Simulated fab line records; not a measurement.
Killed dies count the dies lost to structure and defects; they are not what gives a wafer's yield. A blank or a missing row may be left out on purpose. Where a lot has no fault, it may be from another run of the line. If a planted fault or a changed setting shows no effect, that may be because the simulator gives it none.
Matching of chambers -- flow ritCmos -- RIT_ACTIVE_ETCH_13 on rieDiel-02: 4 sister chambers
The step etches Si3N4 in SF6, stops on SiO2, time 210 s, target depth 210 nm. 8 wafers are shown with their chamber, then 8 later ones without.

== EACH WAFER AND ITS CHAMBER ==
wafer,chamber,throttleValvePct (%),drypumpMotorCurrentA (A)
L458.2,1,7.43,5.9
L462.3,3,7.48,6.2
L462.4,2,7.32,6.3
L462.6,1,7.44,5.9
L463.2,0,7.58,6.1
L463.5,2,7.33,6.3
L463.6,3,7.50,6.1
L464.1,0,7.58,6.1

== WAFERS WITHOUT THEIR CHAMBER ==
wafer,throttleValvePct (%),drypumpMotorCurrentA (A)
L464.2,7.43,5.9
L464.3,7.50,6.1
L467.3,7.49,6.1
L467.4,7.45,5.9
L467.6,7.33,6.3
L478.2,7.57,6.1
L478.4,7.58,6.1
L478.5,7.48,6.1

== EACH ONE'S CHAMBER ==
wafer,from the rows above,in truth
L464.2,1,1
L464.3,3,3
L467.3,3,3
L467.4,1,1
L467.6,2,2
L478.2,0,0
L478.4,0,0
L478.5,3,3
Correct placement for 8 of the 8. Left unplaced by these rows: 0. Wrongly placed: 0.
How it was worked out, from the rows above alone: a wafer's distance from a chamber is the root of the sum, over the readings, of the square of ((its reading less the chamber's mean) divided by the reading's scatter). If the next closest chamber is less than 2 further off than the closest, the wafer can't be placed; otherwise it belongs to the closest. A chamber's mean is the mean of its shown wafers. The scatter is the square root of a quotient: the sum, over the shown wafers, of each reading's squared deviation from its chamber's mean, divided by wafers minus chambers.
